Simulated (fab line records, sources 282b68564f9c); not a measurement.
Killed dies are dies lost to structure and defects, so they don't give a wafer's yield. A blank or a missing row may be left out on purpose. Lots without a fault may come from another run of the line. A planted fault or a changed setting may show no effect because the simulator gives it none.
Which tool did it? | flow rit_cmos | 7 lots, 21 wafers sampled, at 2 steps of a route of 202

WHAT THE GAUGES READ, wafer by wafer
RIT_PRETRO_OVL_MEAS_06.
lot  | measured    | on         | PRETRO_OVL (nm)
L806 | day 2 13:46 | overlay-02 | -1.8 -0.4 0.2
L808 | day 2 23:26 | overlay-01 | -0.8 -2.5 -2.4
L810 | day 3 09:50 | overlay-02 | 1.2 -0.7 1.3
L814 | day 4 05:08 | overlay-01 | 0.0 -1.3 0.6
L817 | day 4 21:42 | overlay-02 | -151.9 -150.2 -149.3
L820 | day 5 10:55 | overlay-01 | -149.7 -150.7 -149.3
L823 | day 6 03:07 | overlay-01 | -1.6 -2.1 -0.8

WHICH TOOL RAN EACH LOT (tool, then ch and the chambers of the sampled wafers, then the start)
lot  | RIT_PRETRO_EXPOSE_03
L806 | iline_stepper-02 ch 0, day 2 13:21
L808 | iline_stepper-02 ch 0, day 2 23:01
L810 | iline_stepper-02 ch 0, day 3 09:25
L814 | iline_stepper-02 ch 0, day 4 04:43
L817 | iline_stepper-01 ch 0, day 4 21:16
L820 | iline_stepper-01 ch 0, day 5 10:29
L823 | iline_stepper-02 ch 0, day 6 02:39
- RIT_PRETRO_EXPOSE_03: exposes mask M5, target cd 43700 nm.

THE ANSWER, worked out from the rows above alone
Rule: what is usual is taken from the lots themselves. Put in order of their means at a reading, lots are off if they are a third of the lots or fewer, leave a main group of 4 or more, and stand apart from it by a gap of 3 or more times the standard deviation of the main group's means; of several such gaps the widest counts. A main group whose means are all the same, to the digits that the tables above print for the reading, isn't used. A lot without any number at a reading at which 4 lots or more have one is off too. The other lots that the step has rows for count as sound.
Off: L817, L820, at RIT_PRETRO_OVL_MEAS_06 (PRETRO_OVL). The main group: mean -0.7 nm, standard deviation 0.89.
A tool fits if, at a process step before that reading, it ran every lot that is off, and no sound lot after the first of them. The gauges at RIT_PRETRO_OVL_MEAS_06 are tried like those tools. One fits: iline_stepper-01 at RIT_PRETRO_EXPOSE_03. It ran no sound lot before its first lot that is off in this sample, so the start can't be narrowed down.

WHAT THE SIMULATOR HAD PUT IN
Scanner matching overlay: iline_stepper-01, from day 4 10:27 on, at RIT_PRETRO_EXPOSE_03. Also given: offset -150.
Lots struck among those shown: L817, L820. The rule above found the same.
